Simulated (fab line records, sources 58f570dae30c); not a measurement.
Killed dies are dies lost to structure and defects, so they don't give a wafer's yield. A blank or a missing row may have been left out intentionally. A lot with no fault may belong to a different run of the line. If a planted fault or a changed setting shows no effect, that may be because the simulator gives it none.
fab line records	flow berkeley-cmos170
record lots=7	wafers=21	last-day=12
route steps=331 shown PFIELD@86 FIELD@89 SACOX@97
lots with no fault: from the same line, run without faults
start-h: hours from the record's first day to the start of the lot's first wafer shown	wait-h: hours elapsed since this lot's preceding step	" as in the row above	L1.1+2: one row covering several wafers at once	- no value present, or no start provided	* or withheld: withheld	< > ~ a bound
route shown NAME@n: a module of which the file shows steps, and the number in the route of the first	usual: mean and standard deviation over wafers with no fault	same: alike in all rows	chamber/n: place in a boat	sites: the reading at each site	_std_site: their standard deviation	_edge_site: outer sites' mean less inner sites'	radius-mm: for every site, how far away it sits from the centre of the wafer	mask NAME#n: copy n	behind: the most recent tool/chamber to have shaped the wafer	hold: why the lot was held/for how many hours/how that ended	device: transistor that didn't switch, given as n, p or np	end of line: the same wafers' tests at the end of the route	a step given without rows: its recipe and nothing more	killed: count of dies lost to structure and defects at first sort (not the wafer's yield)	map: the dies of a wafer, with x for killed, . for not killed, _ for no die there
set.NAME: the setting the step ran with; set.NAME@STEP: the setting that earlier step ran with	model.NAME: the simulator's own value behind a step, which no gauge read
a table for each step, a row for each wafer; lots at some steps of the route
services: the hour from which a tool's chamber was out of use, counted from the record's first day as start-h (under 0 if before that day), plus the number of hours and why
## steps
# step UCB170_PFIELD_IMPLANT_07
# recipe species=B	dose-cm2=2e+13	energy-kev=80	tilt-deg=7
# step UCB170_PFIELD_STRIP_08
# recipe chemistry=O2	power-w=400	pressure-mtorr=3500	platen-temp-c=withheld	o2-flow-sccm=400	overash-fraction=0.5
# usual drypump-motor-current-A=5.7/0.53	oes-product-au=0.735/0.005	strip-time-to-endpoint-s=21.64/0.071
lot.wafer	tool	chamber	start-h	wait-h	drypump-motor-current-A	oes-product-au	rf-hours-counter-h	strip-time-to-endpoint-s
L133.1	plasma-asher-01	1	89.49	0.1	5.2	0.729	29	21.62
L133.2	"	0	"	"	5.3	0.737	29	21.63
L133.5	"	1	"	"	5.2	0.740	-	21.62
L145.2	plasma-asher-03	0	148.86	0.1	5.4	0.734	3	21.61
L145.3	"	0	"	"	5.5	0.738	-	21.54
L145.5	"	0	"	"	5.5	0.733	-	21.60
L148.1	plasma-asher-03	1	160.41	0.1	5.5	0.737	4	21.67
L148.2	"	0	"	"	5.5	0.744	4	21.68
L148.3	"	1	"	"	5.5	0.735	-	21.69
L153.1	plasma-asher-03	1	202.06	0.1	5.5	0.729	8	21.57
L153.4	"	0	"	"	5.4	0.733	-	21.56
L153.6	"	0	"	"	5.4	0.732	-	21.51
L155.3	plasma-asher-04	1	208.65	0.1	6.7	0.741	-	21.64
L155.4	"	0	"	"	6.5	0.731	-	21.66
L155.5	"	0	"	"	6.5	0.729	-	21.64
L156.2	plasma-asher-03	0	209.38	0.1	5.4	0.730	10	21.65
L156.4	"	0	"	"	5.4	0.729	-	21.68
L156.5	"	1	"	"	5.5	0.741	-	21.66
L154.2	plasma-asher-04	1	210.10	0.1	6.6	0.738	48	21.71
L154.3	"	0	"	"	6.5	0.729	-	21.70
L154.5	"	0	"	"	6.5	0.737	-	21.76
# step UCB170_PFIELD_TW_MEAS_09
# usual PFIELD_TW=595/3.3
lot.wafer	tool	chamber	start-h	wait-h	PFIELD_TW
L133.1	film-metro-02	-	89.59	0.1	599
L133.2	"	-	"	"	601
L133.5	"	-	"	"	596
L145.2	film-metro-04	-	148.97	0.1	600
L145.3	"	-	"	"	596
L145.5	"	-	"	"	594
L148.1	film-metro-03	-	160.51	0.1	596
L148.2	"	-	"	"	594
L148.3	"	-	"	"	598
L153.1	film-metro-04	-	202.16	0.1	599
L153.4	"	-	"	"	599
L153.6	"	-	"	"	596
L155.3	film-metro-04	-	208.73	0.1	601
L155.4	"	-	"	"	600
L155.5	"	-	"	"	596
L156.2	film-metro-02	-	209.49	0.1	592
L156.4	"	-	"	"	593
L156.5	"	-	"	"	594
L154.2	film-metro-04	-	210.21	0.1	594
L154.3	"	-	"	"	597
L154.5	"	-	"	"	597
# step UCB170_FIELD_CLEAN_00
# recipe chemistry=dHF	dilution=25:1	time-s=7.5
# step UCB170_FIELD_OXIDATION_01
# recipe temp-c=1000	ambient=H2O	p-h2o-torr=584.62	target-thk-a=5583	ox-time-s=7492
# step UCB170_FIELD_THK_MEAS_02
# recipe reads=SiO2_of_FIELD_OXIDATION_01
# usual FIELD_OXIDE_THK=572/10
lot.wafer	tool	chamber	start-h	wait-h	FIELD_OXIDE_THK[nm]
L133.1	film-metro-02	-	94.46	0.0	564
L133.2	"	-	"	"	557
L133.5	"	-	"	"	563
L145.2	film-metro-01	-	155.17	0.0	559
L145.3	"	-	"	"	566
L145.5	"	-	"	"	564
L148.1	film-metro-04	-	168.24	0.0	562
L148.2	"	-	"	"	556
L148.3	"	-	"	"	564
L155.3	film-metro-04	-	212.43	0.1	578
L155.4	"	-	"	"	571
L155.5	"	-	"	"	575
L153.1	film-metro-04	-	212.47	0.2	565
L153.4	"	-	"	"	570
L153.6	"	-	"	"	571
L154.2	film-metro-01	-	217.74	0.0	564
L154.3	"	-	"	"	565
L154.5	"	-	"	"	568
L156.2	film-metro-04	-	217.74	0.0	591
L156.4	"	-	"	"	582
L156.5	"	-	"	"	589
# step UCB170_FIELD_ANNEAL_03
# recipe temp-c=1000	time-s=1200	ambient=N2
# step UCB170_FIELD_WET_ETCH_04
# recipe chemistry=dHF	dilution=10:1	target=SiO2	temp-c=25	time-s=60
# step UCB170_FIELD_WET_ETCH_05
# recipe chemistry=H3PO4	target=Si3N4	temp-c=160	time-s=12600
# step UCB170_FIELD_WET_ETCH_06
# recipe chemistry=BOE	dilution=5:1	target=SiO2	temp-c=25	time-s=22
# step UCB170_FIELD_THK_MEAS_90
# recipe reads=SiO2_of_FIELD_OXIDATION_01
# usual FIELD_OXIDE_LEFT_1_THK=455/10
lot.wafer	tool	chamber	start-h	wait-h	FIELD_OXIDE_LEFT_1_THK[nm]
L133.1	film-metro-02	-	104.70	0.0	447
L133.2	"	-	"	"	440
L133.5	"	-	"	"	446
L145.2	film-metro-01	-	162.88	0.0	442
L145.3	"	-	"	"	450
L145.5	"	-	"	"	448
L148.1	film-metro-02	-	176.97	0.0	446
L148.2	"	-	"	"	439
L148.3	"	-	"	"	448
L153.1	film-metro-02	-	222.90	0.0	448
L153.4	"	-	"	"	455
L153.6	"	-	"	"	455
L155.3	film-metro-04	-	222.92	0.0	460
L155.4	"	-	"	"	454
L155.5	"	-	"	"	458
L154.2	film-metro-04	-	225.74	0.0	446
L154.3	"	-	"	"	447
L154.5	"	-	"	"	451
L156.2	film-metro-01	-	225.74	0.0	475
L156.4	"	-	"	"	466
L156.5	"	-	"	"	473
# step UCB170_SACOX_CLEAN_00
# recipe chemistry=dHF	dilution=25:1	time-s=7.5
# step UCB170_SACOX_OXIDATION_01
# recipe temp-c=900	ambient=O2	target-thk-a=144	ox-time-s=2400
# usual ox-temp-c=899.9/0.42	ox-temp-c-max=905.5/2.5	spike-tc-source-C=923/3.9	tube-center-temp-C=900/0.082	zone-power-centre-pct=44.8/1.6
lot.wafer	tool	chamber	start-h	wait-h	ox-temp-c	ox-temp-c-max	spike-tc-source-C	tube-center-temp-C	zone-power-centre-pct
L133.1	furnace-04	0	109.24	4.5	899.6	905.5	927	900.05	44.1
L133.2	"	0	"	"	899.3	908.0	926	900.01	44.6
L133.5	"	0	"	"	900.6	908.3	926	900.04	44.6
L145.2	furnace-02	0	165.43	2.5	899.7	902.3	917	899.92	47.2
L145.3	"	0	"	"	900.9	903.5	916	899.96	47.2
L145.5	"	0	"	"	899.8	902.3	918	900.04	47.1
L148.1	furnace-02	0	183.85	6.8	900.3	902.7	918	900.01	47.3
L148.2	"	0	"	"	900.7	903.0	919	899.88	47.2
L148.3	"	0	"	"	900.3	902.3	916	899.91	47.1
L153.1	furnace-04	-	228.38	5.1	-	-	-	-	-
L153.4	"	-	"	"	-	-	-	-	-
L153.6	"	-	"	"	-	-	-	-	-
L154.2	furnace-04	-	228.38	2.6	-	-	-	-	-
L154.3	"	-	"	"	-	-	-	-	-
L154.5	"	-	"	"	-	-	-	-	-
L155.3	furnace-04	-	228.38	5.1	-	-	-	-	-
L155.4	"	-	"	"	-	-	-	-	-
L155.5	"	-	"	"	-	-	-	-	-
L156.2	furnace-04	0	228.38	2.6	900.6	909.8	924	900.01	44.4
L156.4	"	0	"	"	899.8	906.3	924	899.91	44.9
L156.5	"	0	"	"	900.6	906.6	925	900.02	44.2
## services
tool	chamber	start-h	hours	kind
plasma-asher-03	-	108.83	9.0	pm
plasma-asher-03	0	108.83	9.0	vent-cycle
plasma-asher-03	1	108.83	9.0	vent-cycle
plasma-asher-03	0	117.83	-	clean
plasma-asher-03	1	117.83	-	clean
plasma-asher-03	-	154.15	3.3	repair
plasma-asher-03	-	162.80	0.8	repair
furnace-02	-	190.27	15.7	pm
plasma-asher-04	-	202.83	3.1	repair
plasma-asher-01	-	224.88	12.6	repair
## key
first-sign step=UCB170_SACOX_OXIDATION_01	reading=tool-record	direction=missing
effect none on later readings
met-at UCB170_SACOX_OXIDATION_01
struck-wafers L153.1,L153.4,L153.6,L154.2,L154.3,L154.5,L155.3,L155.4,L155.5
later-rows-left-out L153.1,L153.4,L153.6,L154.2,L154.3,L154.5,L155.3,L155.4,L155.5
sort-left-out L153.1,L153.4,L153.6,L154.2,L154.3,L154.5,L155.3,L155.4,L155.5
tester-left-out L153,L154,L155
onset-between 109.24 228.38
fault kind=skipped-step-whole	tool=furnace-04	chamber=-	onset-h=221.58	steps=UCB170_SACOX_OXIDATION_01	scope=struck-lots-only
# tester-left-out: of these lots the tester's yield and bins aren't shown, on N5 and GAA mostly nor the transistor test; their killed dies are dies lost to structure and defects alone, not to doping, threshold or leakage, so they don't give the yield
# sort-left-out: the simulated sort isn't trusted on such a fault, so these wafers' sort isn't shown, and their yield isn't known
# later-rows-left-out: the simulator's readings of these wafers behind a module that went badly wrong aren't trusted and aren't shown, but for the sort
